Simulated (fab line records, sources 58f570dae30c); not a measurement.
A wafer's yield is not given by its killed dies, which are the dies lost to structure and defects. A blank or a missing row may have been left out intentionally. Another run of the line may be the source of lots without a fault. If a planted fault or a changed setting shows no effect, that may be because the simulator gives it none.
Check for tools in common / flow berkeley-cmos170 / Lots sampled 14, wafers sampled 42

## WHY IT WAS OPENED
2 of 14 lots carry a flag on the reading PWELL_NITRIDE_THK at UCB170_PWELL_THK_MEAS_06. Wafers without a fault read 218.5 nm, standard deviation 2.
Rule: a lot is flagged in two cases, either no wafer of it has a number, or all its wafers with numbers fall more than 4 standard deviations from that mean. The other lots count as sound.

lot=L257; measured=day 3 09:56; on=film-metro-01; PWELL_NITRIDE_THK (nm), wafer by wafer=221.7 223.1 220.7; flag=
lot=L256; measured=day 3 09:56; on=film-metro-03; PWELL_NITRIDE_THK (nm), wafer by wafer=219.5 217.1 217.8; flag=
lot=L258; measured=day 3 16:53; on=film-metro-01; PWELL_NITRIDE_THK (nm), wafer by wafer=217.6 219.2 218.5; flag=
lot=L259; measured=day 4 02:09; on=film-metro-01; PWELL_NITRIDE_THK (nm), wafer by wafer=219.8 220.1 220.2; flag=
lot=L260; measured=day 4 02:11; on=film-metro-03; PWELL_NITRIDE_THK (nm), wafer by wafer=220.3 221.7 220.2; flag=
lot=L261; measured=day 4 13:05; on=film-metro-03; PWELL_NITRIDE_THK (nm), wafer by wafer=217.9 219.1 218.1; flag=
lot=L262; measured=day 4 13:05; on=film-metro-04; PWELL_NITRIDE_THK (nm), wafer by wafer=217.2 216.0 216.6; flag=
lot=L263; measured=day 5 00:29; on=film-metro-04; PWELL_NITRIDE_THK (nm), wafer by wafer=221.0 221.1 222.6; flag=
lot=L265; measured=day 5 10:46; on=film-metro-03; PWELL_NITRIDE_THK (nm), wafer by wafer=216.1 216.3 216.2; flag=
lot=L268; measured=day 6 00:44; on=film-metro-03; PWELL_NITRIDE_THK (nm), wafer by wafer=209.9 208.2 207.1; flag=FLAGGED
lot=L267; measured=day 6 00:45; on=film-metro-04; PWELL_NITRIDE_THK (nm), wafer by wafer=206.6 206.8 203.3; flag=FLAGGED
lot=L269; measured=day 6 13:06; on=film-metro-03; PWELL_NITRIDE_THK (nm), wafer by wafer=216.9 216.7 216.9; flag=
lot=L276; measured=day 7 23:46; on=film-metro-03; PWELL_NITRIDE_THK (nm), wafer by wafer=218.6 218.8 219.3; flag=
lot=L278; measured=day 7 23:46; on=film-metro-04; PWELL_NITRIDE_THK (nm), wafer by wafer=217.6 217.2 217.6; flag=
The numbers of the flagged lots are 207.0 nm on average: -11.5 nm against the usual, or -6 standard deviations.

## TOOL THAT RAN EACH LOT
2 process steps preceding the reading are held in the record, out of 331 steps in the route. Every cell lists first the tool, next ch and the chambers used by the sampled wafers, and last the start.
lot=L257; flag=; UCB170_NWELL_ETCH_13=rie-diel-04 ch 0,2,3, day 2 16:46; UCB170_PWELL_CVD_05=lpcvd-02 ch 0, day 3 08:01
lot=L256; flag=; UCB170_NWELL_ETCH_13=rie-diel-02 ch 0,2,3, day 2 16:50; UCB170_PWELL_CVD_05=lpcvd-02 ch 0, day 3 08:01
lot=L258; flag=; UCB170_NWELL_ETCH_13=rie-diel-04 ch 1,2, day 2 23:49; UCB170_PWELL_CVD_05=lpcvd-02 ch 0, day 3 14:58
lot=L259; flag=; UCB170_NWELL_ETCH_13=rie-diel-02 ch 0,1, day 3 06:22; UCB170_PWELL_CVD_05=lpcvd-01 ch 0, day 4 00:14
lot=L260; flag=; UCB170_NWELL_ETCH_13=rie-diel-04 ch 2,3, day 3 09:16; UCB170_PWELL_CVD_05=lpcvd-01 ch 0, day 4 00:14
lot=L261; flag=; UCB170_NWELL_ETCH_13=rie-diel-04 ch 0,2,3, day 3 21:14; UCB170_PWELL_CVD_05=lpcvd-01 ch 1, day 4 11:08
lot=L262; flag=; UCB170_NWELL_ETCH_13=rie-diel-03 ch 1,2,3, day 3 21:17; UCB170_PWELL_CVD_05=lpcvd-01 ch 1, day 4 11:08
lot=L263; flag=; UCB170_NWELL_ETCH_13=rie-diel-02 ch 1,3, day 4 02:35; UCB170_PWELL_CVD_05=lpcvd-02 ch 0, day 4 22:34
lot=L265; flag=; UCB170_NWELL_ETCH_13=rie-diel-04 ch 0,1,3, day 4 12:03; UCB170_PWELL_CVD_05=lpcvd-01 ch 0, day 5 08:51
lot=L268; flag=FLAGGED; UCB170_NWELL_ETCH_13=rie-diel-03 ch 0,2, day 5 06:47; UCB170_PWELL_CVD_05=lpcvd-01 ch 1, day 5 22:49
lot=L267; flag=FLAGGED; UCB170_NWELL_ETCH_13=rie-diel-04 ch 0,1,3, day 5 06:31; UCB170_PWELL_CVD_05=lpcvd-01 ch 0, day 5 22:49
lot=L269; flag=; UCB170_NWELL_ETCH_13=rie-diel-03 ch 1,2,3, day 5 15:59; UCB170_PWELL_CVD_05=lpcvd-02 ch 0, day 6 11:11
lot=L276; flag=; UCB170_NWELL_ETCH_13=rie-diel-04 ch 0,2,3, day 7 04:02; UCB170_PWELL_CVD_05=lpcvd-02 ch 1, day 7 21:51
lot=L278; flag=; UCB170_NWELL_ETCH_13=rie-diel-03 ch 0,2,3, day 7 09:28; UCB170_PWELL_CVD_05=lpcvd-02 ch 0, day 7 21:51
What these steps do:
- UCB170_NWELL_ETCH_13: etches Si3N4 in CH3F/Ar/O2, stops on SiO2, target depth 246.4 nm, time 154 s.
- UCB170_PWELL_CVD_05: deposits Si3N4 from SiH2Cl2/NH3, target thk 220 nm, time 3300 s.
- UCB170_PWELL_THK_MEAS_06

## FLAGGED OVER TOTAL, TOOL BY TOOL (the gauges that took the reading come last)
step=UCB170_NWELL_ETCH_13; tool=rie-diel-02; lots run=3; flagged=0; share of the flagged lots=none; sound lots run after its first flagged lot=-
step=UCB170_NWELL_ETCH_13; tool=rie-diel-03; lots run=4; flagged=1; share of the flagged lots=some; sound lots run after its first flagged lot=2 (L269,L278)
step=UCB170_NWELL_ETCH_13; tool=rie-diel-04; lots run=7; flagged=1; share of the flagged lots=some; sound lots run after its first flagged lot=1 (L276)
step=UCB170_PWELL_CVD_05; tool=lpcvd-01; lots run=7; flagged=2; share of the flagged lots=all; sound lots run after its first flagged lot=0
step=UCB170_PWELL_CVD_05; tool=lpcvd-02; lots run=7; flagged=0; share of the flagged lots=none; sound lots run after its first flagged lot=-
step=UCB170_PWELL_THK_MEAS_06; tool=film-metro-01; lots run=3; flagged=0; share of the flagged lots=none; sound lots run after its first flagged lot=-
step=UCB170_PWELL_THK_MEAS_06; tool=film-metro-03; lots run=7; flagged=1; share of the flagged lots=some; sound lots run after its first flagged lot=2 (L269,L276)
step=UCB170_PWELL_THK_MEAS_06; tool=film-metro-04; lots run=4; flagged=1; share of the flagged lots=some; sound lots run after its first flagged lot=1 (L278)

## WHAT THE TABLE ALLOWS
1 row of the table ran every flagged lot: lpcvd-01 at UCB170_PWELL_CVD_05.
- lpcvd-01 at UCB170_PWELL_CVD_05: 2 of its 7 lots flagged. Last sound lot L265 at day 5 08:51, first flagged lot L267 at day 5 22:49; a fault beginning in between fits. Its own readings (sih2cl2-flow-sccm) fall more than 4 standard deviations out on all wafers of the flagged lots.
Just one tool remains: lpcvd-01 at UCB170_PWELL_CVD_05.

## WHAT WAS PUT IN BY THE SIMULATOR
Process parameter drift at UCB170_PWELL_CVD_05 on lpcvd-01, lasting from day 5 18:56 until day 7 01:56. The setting sih2cl2-flow-sccm was moved by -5, starting from 25. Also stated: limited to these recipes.
Struck lots among those shown: L268, L267. The same result came from the rule above.
